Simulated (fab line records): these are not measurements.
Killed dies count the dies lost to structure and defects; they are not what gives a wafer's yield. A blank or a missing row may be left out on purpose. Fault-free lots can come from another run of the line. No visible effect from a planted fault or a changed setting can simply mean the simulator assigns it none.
Which tool was responsible?	flow ritCmos	14 lots, 42 wafers sampled, at 2 steps of a route of 202

## WHAT THE GAUGES SHOWED, per wafer
No reading from a measuring or inspecting step in the record can be judged against a usual standard deviation.

## WHICH TOOL RAN EACH LOT (tool, then ch and the chambers of the sampled wafers, then the start)
lot	RIT_GATE_COAT_11	RIT_M1_PROBE_99
L720	lithoTrack-03 ch 0, day 2 11:48	-
L721	lithoTrack-02 ch 0, day 2 17:35	-
L723	lithoTrack-04 ch 0, day 3 06:13	-
L724	lithoTrack-03 ch 0, day 3 09:10	-
L725	lithoTrack-02 ch 0, day 3 13:55	-
L726	lithoTrack-02 ch 0, day 3 20:47	-
L727	lithoTrack-04 ch 0, day 4 03:27	-
L729	lithoTrack-03 ch 0, day 4 08:25	-
L730	lithoTrack-02 ch 0, day 4 16:01	-
L731	lithoTrack-03 ch 0, day 4 19:57	prober-02, day 5 16:54
L732	lithoTrack-02 ch 0, day 4 23:22	-
L737	lithoTrack-03 ch 0, day 6 01:22	-
L742	lithoTrack-02 ch 0, day 7 02:07	-
L743	lithoTrack-02 ch 0, day 7 06:28	prober-02, day 8 03:28
- RIT_GATE_COAT_11: resist thk 850 nm.
- RIT_M1_PROBE_99

## AS READ BY THE TOOLS THEMSELVES (means over the sampled wafers that have a number; for cases with no such wafer, the mark the record gives instead)
RIT_GATE_COAT_11.
lot	tool	resistLineTempC (C)	spinSpeedRpm (rpm)
L720	lithoTrack-03	22.95	4250
L721	lithoTrack-02	23.08	4251
L723	lithoTrack-04	23.08	4254
L724	lithoTrack-03	22.85	4250
L725	lithoTrack-02	22.92	4245
L726	lithoTrack-02	22.96	4250
L727	lithoTrack-04	22.98	4250
L729	lithoTrack-03	23.04	4248
L730	lithoTrack-02	23.07	4253
L731	lithoTrack-03	22.89	4250
L732	lithoTrack-02	23.02	4252
L737	lithoTrack-03	23.05	4248
L742	lithoTrack-02	22.99	4087
L743	lithoTrack-02	23.02	4088

RIT_M1_PROBE_99.
lot	tool	killedAtContacts	killedAtFrontEnd	killedDies	killedOpen	killedShort
L731	prober-02	0.0	4.0	4	2.7	1.3
L743	prober-02	0.0	5.3	5	2.3	3.0

## THE ANSWER, worked out from the rows above alone
Rule: what is usual is taken from the lots themselves. Put in order of their means at a reading, lots are off if they are a third of the lots or fewer, leave a main group of 4 or more, and stand apart from it by a gap of 3 or more times the standard deviation of the main group's means; of several such gaps the widest counts. If all means in a main group match to the digits the tables above print for the reading, that group is not used. A lot without any number at a reading at which 4 lots or more have one is off too. Any other lot the step has rows for is counted as sound. After the gauges, taken in route order, come the tools' own readings; for these a lot's mean is taken, as printed above. At the first step where some lot is off, the reading lying furthest off is the one used; lots without a number count as furthest.
Off: L742, L743 (RIT_GATE_COAT_11, spinSpeedRpm). The main group has a mean of 4250 rpm with a standard deviation of 2.3.
If a tool, at that step or one of the process steps before it, ran each lot that is off and ran no sound lot following the first of them, it fits. One candidate fits, namely lithoTrack-02 at RIT_GATE_COAT_11. Its last sound lot is L732 (day 4 23:22), its first lot that is off L742 (day 7 02:07): a fault that began between those two fits.
The tool's own readings at RIT_GATE_COAT_11 bear it out: on the lots that are off they differ by more than 5 times the standard deviation of the sound lots' means. spinSpeedRpm reads 4088 rpm there against 4250 rpm on the sound lots.

## WHAT THE SIMULATOR HAD INSERTED
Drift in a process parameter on lithoTrack-02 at RIT_GATE_COAT_11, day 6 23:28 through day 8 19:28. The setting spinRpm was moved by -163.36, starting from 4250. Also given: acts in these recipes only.
Lots struck among those shown: L742, L743. The same result came from the rule above.
